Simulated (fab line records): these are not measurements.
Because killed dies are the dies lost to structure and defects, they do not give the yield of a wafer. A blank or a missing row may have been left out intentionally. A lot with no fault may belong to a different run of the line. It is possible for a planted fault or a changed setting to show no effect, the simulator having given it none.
One fault through the eyes of 2 desks -- flow berkeleyCmos170 -- only its own numbers are on each desk; what lay behind them is given at the end

## THE METROLOGY DESK
Lot by lot, what the gauges showed, no matter which tool ran the lot: averages of those sampled wafers that carry a number. The brackets show how far a lot's mean lies from the usual mean; more than 4 standard deviations puts the lot out of limits, marked OUT.
Columns: A = V1_BOW at UCB170_V1_BOW_MEAS_03, usual 19 um; B = V1_OVL at UCB170_V1_OVL_MEAS_13, usual -3 nm
lot,first seen here,A,B
L788,day 8 08:01,23,4
L787,day 8 08:04,14,2
L790,day 8 22:07,20,-3
L792,day 9 06:25,18,-8
L791,day 9 07:40,17,2
L793,day 9 07:40,22,-3
L797,day 10 15:32,13,-10
L799,day 10 16:52,15,-7
L804,day 12 00:23,26,-7
L805,day 12 03:29,25,-5
L806,day 12 18:05,16,-3
L808,day 13 02:53,24,6
L809,day 13 04:10,11,2
L810,day 13 09:32,18,-3
Result from this desk: across the 14 lots, nothing is out of limits.

## FOR THE TOOL OWNER'S DESK: rieDiel-02
The tool's own readings at UCB170_V2_ETCH_14 (etches SiO2 in CHF3/CF4/Ar, stops on Al, target depth 1250 nm, time 291 s): means of the sampled wafers that have a number, for each lot that ran on this tool. The brackets show how far a lot's mean lies from the usual mean; more than 4 standard deviations puts the lot out of limits, marked OUT.
Columns: A = cf4FlowSccm at UCB170_V2_ETCH_14, usual 14.99 sccm; B = drypumpMotorCurrentA at UCB170_V2_ETCH_14, usual 5.8 A; C = oesProductAu at UCB170_V2_ETCH_14, usual 0.882 a.u.; D = rfFwdPowerW at UCB170_V2_ETCH_14, usual 698.2 W; E = throttleValvePct at UCB170_V2_ETCH_14, usual 6.98 %
lot,first seen here,A,B,C,D,E
L788,day 8 16:21,14.99,5.8,0.881,699.7,6.98
L790,day 9 05:31,15.01,5.9,0.888,695.6,7.11
L792,day 9 13:16,14.98,5.8,0.880,697.9,6.98
L793,day 9 14:52,15.01,5.8,0.895,697.4,7.04
L797,day 10 23:35,14.97,5.7,0.884,783.3 (+41) OUT,6.90
L799,day 11 02:09,14.98,5.7,0.879,782.5 (+40) OUT,6.90
This desk's finding: out of limits on L797, L799; first on L797, day 10 23:35 (rfFwdPowerW at UCB170_V2_ETCH_14). Within limits: L788, L790, L792, L793.

## BROUGHT TOGETHER
The tool owner's desk could have raised an alarm at day 10 23:35, on L797, L799.
The metrology desk saw nothing out of limits.
The metrology desk has L797, L799 on record, within its limits.
Of the lots named, all ran UCB170_V2_ETCH_14 on rieDiel-02.

## WHAT THE SIMULATOR HAD INSERTED
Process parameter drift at UCB170_V2_ETCH_14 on rieDiel-02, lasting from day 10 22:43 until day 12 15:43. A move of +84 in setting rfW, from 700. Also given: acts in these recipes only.
Lots struck among those shown: L797, L799.
Time in hours from fault onset to the first out-of-limits reading at each desk: the tool owner's desk, 1.
